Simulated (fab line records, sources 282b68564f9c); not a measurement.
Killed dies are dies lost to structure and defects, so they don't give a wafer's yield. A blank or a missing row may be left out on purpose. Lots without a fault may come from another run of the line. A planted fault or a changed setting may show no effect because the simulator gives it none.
Problem report in the 8D (eight disciplines) form, filled by code | flow rit_cmos | the parts of the form that need people (team, actions taken, sign-off) are left out

1. THE PROBLEM
heater_power_total_W at RIT_ACTIVE_SOFTBAKE_07 reads a mean of 39.49 W on 6 wafers of 2 lots; wafers without a fault read 34.56 W with a standard deviation of 0.055. That is +90 standard deviations from the usual mean.
The step: time 60 s.
First seen on wafer L335.2, day 3 22:08, on litho_track-02. The record holds 42 wafers of 14 lots with a number at this step. Rule for "out", or "out of limits": more than 4 standard deviations from the usual mean. The other wafers with a number count as sound.

2. WHAT IT IS AND WHAT IT IS NOT
question                    | is                                 | is not
which readings at this step | heater_power_total_W, plate_temp_C | -
which lots                  | L335, L336                         | L324, L325, L327, L328, L330, L332, L340, L341, L343, L344, L345, L346
which wafers of those lots  | all that have a number             | -
read on which tools         | litho_track-02                     | litho_track-01, litho_track-03
when                        | from day 3 22:08                   | up to then (18 sound wafers); but 18 sound wafers of L340, L341, L343, L344, L345, L346 came after

3. SUSPECTS, AND WHAT RULES EACH OUT
Counting: a tool at a process step up to the reading stays a suspect if it ran every lot that is out and no sound lot after the first of them.
- litho_track-02 at RIT_ACTIVE_SOFTBAKE_07 (time 60 s): kept. It ran every lot that is out, first L335 (day 3 22:08), and no sound lot after that; its last sound lot up to then is L330 (day 2 20:40). Its own readings are out on those wafers: heater_power_total_W, plate_temp_C.
Left after counting: litho_track-02 at RIT_ACTIVE_SOFTBAKE_07.

4. THE CAUSE (what the simulator had put in)
Process parameter drift: litho_track-02, from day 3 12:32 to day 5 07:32, at RIT_ACTIVE_SOFTBAKE_07. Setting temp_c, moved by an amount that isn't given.
Counting left only this tool.

5. THE CHAIN OF EFFECTS, in route order
Each row: a reading whose mean over the struck wafers that have a number lies more than 3 standard deviations from the usual. Only readings for which the record gives a usual standard deviation are gone through. hours: the time from each lot's start at the first step in this table that gives one to its start at this step, as a median over the lots. sigmas: the change in usual standard deviations.
hours | step                   | reading              | usual   | on struck wafers | change | sigmas
0     | RIT_ACTIVE_SOFTBAKE_07 | heater_power_total_W | 34.56 W | 39.49            | +4.93  | +90
0     | RIT_ACTIVE_SOFTBAKE_07 | plate_temp_C         | 90.00 C | 99.09            | +9.09  | +76
The process steps in it:
- RIT_ACTIVE_SOFTBAKE_07: time 60 s.
Later measuring or inspecting steps at which every struck wafer that the step has a row for has a number for every such reading, and none has moved that far: RIT_PRETRO_OVL_MEAS_06.

6. WHAT WOULD HAVE CAUGHT IT SOONER
In this record the first reading out of limits was taken at day 3 22:08, 10 hours after the fault began at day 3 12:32.
